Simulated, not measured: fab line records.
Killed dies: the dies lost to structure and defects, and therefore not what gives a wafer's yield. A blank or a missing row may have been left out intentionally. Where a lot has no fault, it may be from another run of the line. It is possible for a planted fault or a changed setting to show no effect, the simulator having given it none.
fab line records | flow berkeley-cmos170
record lots=14 wafers=42 last-day=12
route steps=331 shown M1@251
lots that met no fault: from a run of the same line without faults
start-h: the number of hours between the record's first day and the start of the first shown wafer of the lot | wait-h: hours since the lot's step before | " unchanged from the row above | L1.1+2: a single row standing in for several wafers | - no value, or no start given | * or withheld: withheld | < > ~ a bound
route shown NAME@n: names a module that has steps shown in the file, with the first one's number in the route | usual: mean/standard deviation taken from wafers without a fault | same: alike in all rows | chamber/n: place in a boat | sites: the reading at each site | _std_site: how widely they spread, as a standard deviation | _edge_site: inner sites' mean taken away from outer sites' mean | radius-mm: how far each site lies from the wafer's centre | mask NAME#n: copy n | behind: the tool/chamber that last shaped the wafer | hold: cause of the lot's hold/its duration in hours/its outcome | device: the transistor (n, p or np) that didn't switch | end of line: the route-end tests of the same wafers | where a step has no rows: the recipe by itself | killed: dies that structure and defects cost at the first sort, which is not the same as the wafer's yield | map: dies across one wafer; x = killed, . = not, _ = none there
set.NAME: the run value of the setting; set.NAME@STEP: its run value at that earlier step | model.NAME: the simulator's own value behind a step, which no gauge read
a sample of lots followed through the steps of the route, with each step as a table and each wafer as a row
services: a tool's chamber out of use, with start hour (start-h, from the record's first day; less than 0 if before it), hours out, and reason
## steps
# step UCB170_M1_STRIP_13
# recipe chemistry=O2 power-w=400 pressure-mtorr=3500 platen-temp-c=withheld o2-flow-sccm=400 overash-fraction=0.5
# usual chamber-pressure-mTorr=3499/3.3 drypump-motor-current-A=5.6/0.58 oes-product-au=0.720/0.0047
# columns lot.wafer tool chamber start-h wait-h chamber-pressure-mTorr drypump-motor-current-A oes-product-au rf-hours-counter-h
L317.2 plasma-asher-01 1 168.43 0.1 3492 4.6 0.722 47
L317.3 " 0 " " 3494 5.3 0.716 -
L317.5 " 0 " " 3500 5.3 0.712 -
L316.3 plasma-asher-02 0 168.59 0.1 3498 5.8 0.724 -
L316.4 " 1 " " 3502 6.0 0.720 -
L316.6 " 1 " " 3502 6.0 0.710 -
L314.2 plasma-asher-01 1 168.79 0.1 3499 4.6 0.720 47
L314.5 " 0 " " 3502 5.3 0.726 -
L314.6 " 1 " " 3501 4.6 0.719 -
L315.1 plasma-asher-01 0 170.17 0.1 3502 5.3 0.716 47
L315.2 " 1 " " 3495 4.6 0.715 47
L315.3 " 0 " " 3499 5.3 0.714 -
L319.1 plasma-asher-04 1 186.01 0.1 3497 6.4 0.711 45
L319.3 " 1 " " 3498 6.4 0.722 -
L319.4 " 0 " " 3500 5.7 0.711 -
L322.3 plasma-asher-04 1 189.70 0.1 3500 6.4 0.715 -
L322.5 " 0 " " 3499 5.7 0.718 -
L322.6 " 1 " " 3499 6.4 0.725 -
L323.3 plasma-asher-02 1 207.24 0.1 3498 6.0 0.722 -
L323.4 " 0 " " 3495 5.8 0.717 -
L323.5 " 0 " " 3505 5.8 0.723 -
L324.2 plasma-asher-02 1 207.49 0.1 3501 6.0 0.729 10
L324.3 " 1 " " 3501 6.0 0.721 -
L324.5 " 1 " " 3500 6.0 0.717 -
L330.2 plasma-asher-04 0 226.18 0.1 3505 5.7 0.724 49
L330.5 " 0 " " 3498 5.7 0.721 -
L330.6 " 1 " " 3499 6.4 0.726 -
L329.1 plasma-asher-04 1 226.43 0.1 3504 6.4 0.716 49
L329.4 " 0 " " 3502 5.7 0.722 -
L329.5 " 0 " " 3502 5.7 0.728 -
L331.3 plasma-asher-02 1 232.61 0.1 - - - -
L331.4 " 0 " " - - - -
L331.6 " 1 " " - - - -
L332.4 plasma-asher-04 0 256.85 0.1 - - - -
L332.5 " 0 " " - - - -
L332.6 " 1 " " - - - -
L336.2 plasma-asher-01 0 258.34 0.1 3498 5.3 0.720 56
L336.4 " 0 " " 3493 5.3 0.728 -
L336.5 " 0 " " 3497 5.2 0.716 -
L337.1 plasma-asher-01 0 270.48 0.1 3502 5.2 0.719 57
L337.3 " 0 " " 3496 5.3 0.717 -
L337.5 " 1 " " 3500 4.6 0.725 -
## services
# columns tool chamber start-h hours kind
plasma-asher-04 - 167.26 5.8 repair
plasma-asher-01 - 176.79 3.4 repair
plasma-asher-01 - 211.97 2.7 repair
## key
first-sign step=UCB170_M1_STRIP_13 reading=tool-record direction=missing
effect none on later readings
met-at UCB170_M1_STRIP_13
struck-lots L331,L332
later-rows-left-out L331.3,L331.4,L331.6,L332.4,L332.5,L332.6
sort-left-out L331.3,L331.4,L331.6,L332.4,L332.5,L332.6
onset-between 226.43 232.61
fault kind=skipped-step-whole tool=plasma-asher-02,plasma-asher-04 chamber=- onset-h=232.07 steps=UCB170_M1_STRIP_13 scope=struck-lots-only
# sort-left-out: the simulated sort isn't trusted on such a fault, so these wafers' sort isn't shown, and their yield isn't known
# later-rows-left-out: the simulator's readings of these wafers behind a module that went badly wrong aren't trusted and aren't shown, but for the sort
